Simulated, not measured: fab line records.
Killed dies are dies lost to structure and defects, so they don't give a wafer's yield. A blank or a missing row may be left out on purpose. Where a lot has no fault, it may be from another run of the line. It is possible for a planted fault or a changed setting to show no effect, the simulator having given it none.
Code-filled problem report in 8D (eight disciplines) form ; flow berkeley-cmos170 ; the parts of the form that need people (team, actions taken, sign-off) are left out

== 1. WHAT WENT WRONG ==
Mean of chamber-o2-ppm at UCB170_SILICIDE_RTA_04: 61.997 across 6 wafers in 2 lots; on wafers with no fault it is 1.998 (standard deviation 0.019). That is +99 or more standard deviations from the usual mean.
The step: time 15 s.
First seen on wafer L368.1, day 9 09:39, on rtp-anneal-01. Wafers with a number at this step in the record: 39, from 13 lots. Rule for "out" (also "out of limits"): further than 4 standard deviations from the usual mean. The other wafers with a number count as sound.

== 2. WHAT IT IS; WHAT IT IS NOT ==
question;is;is not
which readings at this step;chamber-o2-ppm;lamp-power-pct, wafer_temp_C_max
which lots;L368, L370;L359, L360, L361, L362, L363, L364, L365, L367, L376, L379, L381
which wafers of those lots;all that have a number;-
read on which tools;rtp-anneal-01;rtp-anneal-02
when;from day 9 09:39;"up to then (21 sound wafers); but 12 sound wafers of L367, L376, L379, L381 came after"

== 3. WHAT RULES OUT EACH SUSPECT ==
Counting: a tool at any process step up to the reading remains a suspect when it ran all the lots that are out and ran no sound lot after the first of those.
- rtp-anneal-01 at UCB170_SILICIDE_RTA_04 (time 15 s): kept. It processed each lot that is out, first L368 at day 9 09:39, and no sound lot thereafter; up to then, the last sound lot it processed was L364 at day 8 20:48. Its own chamber-o2-ppm readings are out on those wafers.
The count leaves rtp-anneal-01 at UCB170_SILICIDE_RTA_04.

== 4. THE CAUSE (what the simulator had put in) ==
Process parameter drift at UCB170_SILICIDE_RTA_04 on rtp-anneal-01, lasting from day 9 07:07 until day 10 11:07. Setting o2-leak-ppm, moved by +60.
The count eliminated every tool but this one.

== 5. THE CHAIN OF EFFECTS, in route order ==
Each row: a reading whose mean over the struck wafers that have a number lies more than 3 standard deviations from the usual. Readings are gone through only where the record gives a usual standard deviation; hours: the median, over the lots, of the time from a lot's start at the first step in this table giving one to that lot's start at this step; sigmas: the change measured in usual standard deviations.
hours;step;reading;usual;on struck wafers;change;sigmas
0;UCB170_SILICIDE_RTA_04;chamber-o2-ppm;1.998;61.997;+59.999;+99 or more
Process steps it contains:
- UCB170_SILICIDE_RTA_04: time 15 s.

== 6. HOW IT WOULD HAVE BEEN CAUGHT EARLIER ==
First out-of-limits reading in this record: day 9 09:39, which is 3 hours after fault onset at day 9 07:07.
